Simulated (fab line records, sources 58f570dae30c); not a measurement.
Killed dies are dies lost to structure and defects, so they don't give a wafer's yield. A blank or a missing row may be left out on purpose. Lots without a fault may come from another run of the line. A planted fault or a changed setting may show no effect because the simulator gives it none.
Split-lot experiment | flow berkeley_cmos170 | 5 lots, 23 wafers read, on a route of 331 steps

THE SPLIT
At UCB170_PWELL_IMPLANT_15, the setting dose_cm2 was moved away from the recipe's 5e+12 on 8 of the 23 wafers read, by +3.5% to +6.1%. The other wafers ran this setting at the recipe's value.

FROM THE SPLIT TO THE READING: what the file shows between them, 1 step
- UCB170_PWELL_STRIP_16: strips in O2

THE READING
PWELL_TW, at UCB170_PWELL_TW_MEAS_17. Fault-free wafers of this fab line usually give 379.8, standard deviation 2.4.

wafer  | tool, chamber at the split | dose_cm2 as run | against the recipe | PWELL_TW | against lot-mates on the recipe
L074.2 | implanter-01, 0            | 5e+12           | recipe             | 381.7    | -
L074.3 | implanter-01, 0            | 5e+12           | recipe             | 381.3    | -
L074.4 | implanter-01, 0            | 5.302e+12       | +6.0%              | 387.6    | +6.8
L074.5 | implanter-01, 0            | 5.302e+12       | +6.0%              | 386.5    | +5.7
L074.6 | implanter-01, 0            | 5e+12           | recipe             | 379.5    | -
L077.1 | implanter-02, 0            | 5.174e+12       | +3.5%              | 383.1    | +3.0
L077.3 | implanter-02, 0            | 5e+12           | recipe             | 380.4    | -
L077.4 | implanter-02, 0            | 5.174e+12       | +3.5%              | 385.9    | +5.8
L077.5 | implanter-02, 0            | 5e+12           | recipe             | 379.4    | -
L077.6 | implanter-02, 0            | 5e+12           | recipe             | 380.6    | -
L078.1 | implanter-01, 0            | 5.239e+12       | +4.8%              | 381.4    | +5.3
L078.2 | implanter-01, 0            | 5.239e+12       | +4.8%              | 382.9    | +6.8
L078.3 | implanter-01, 0            | 5e+12           | recipe             | 375.1    | -
L078.4 | implanter-01, 0            | 5e+12           | recipe             | 376.3    | -
L078.6 | implanter-01, 0            | 5e+12           | recipe             | 376.8    | -
L082.1 | implanter-03, 0            | 5e+12           | recipe             | 375.0    | -
L082.3 | implanter-03, 0            | 5e+12           | recipe             | 374.2    | -
L082.4 | implanter-03, 0            | 5e+12           | recipe             | 374.6    | -
L083.1 | implanter-02, 0            | 5e+12           | recipe             | 382.6    | -
L083.2 | implanter-02, 0            | 5e+12           | recipe             | 380.8    | -
L083.3 | implanter-02, 0            | 5.307e+12       | +6.1%              | 387.1    | +5.9
L083.5 | implanter-02, 0            | 5e+12           | recipe             | 380.3    | -
L083.6 | implanter-02, 0            | 5.307e+12       | +6.1%              | 387.8    | +6.6

THE FIT
A straight line over all 23 wafers: PWELL_TW changes by +1.31 for each +1% of dose_cm2; r = +0.80; the points scatter about the line by 2.6.
The same after taking each lot's own level away (the mean of its wafers on the recipe; 23 wafers): +1.09 for each +1%; r = +0.95; scatter 0.9.
On that fit, the largest move of dose_cm2 shifts the reading by 6.7.
The lots' own levels span 374.60 to 381.23, that is 2.8 times the standard deviation above.
So the lot-to-lot level blurs the effect unless lot-mates are compared.
Check: with one of the wafers moved furthest among these (+6.1%) left out of the fit, the line predicts +6.93 for it against its lot-mates. It came out at +5.87 against them.

OTHER SPLITS ON THESE WAFERS
These wafers also went through other splits before the reading. Each is held against what the fit with the lots' levels taken away leaves over:
other split on the same wafers   | wafers away from the commonest value | r with PWELL_TW (lot level and that fit taken away)
UCB170_NWELL_IMPLANT_14 dose_cm2 | 8                                    | +0.25
UCB170_PWELL_CVD_05 temp_c       | 10                                   | +0.09

THE FILE'S OWN FIT
PWELL_TW changes by +1.1 for each +1% of dose_cm2, r = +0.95.
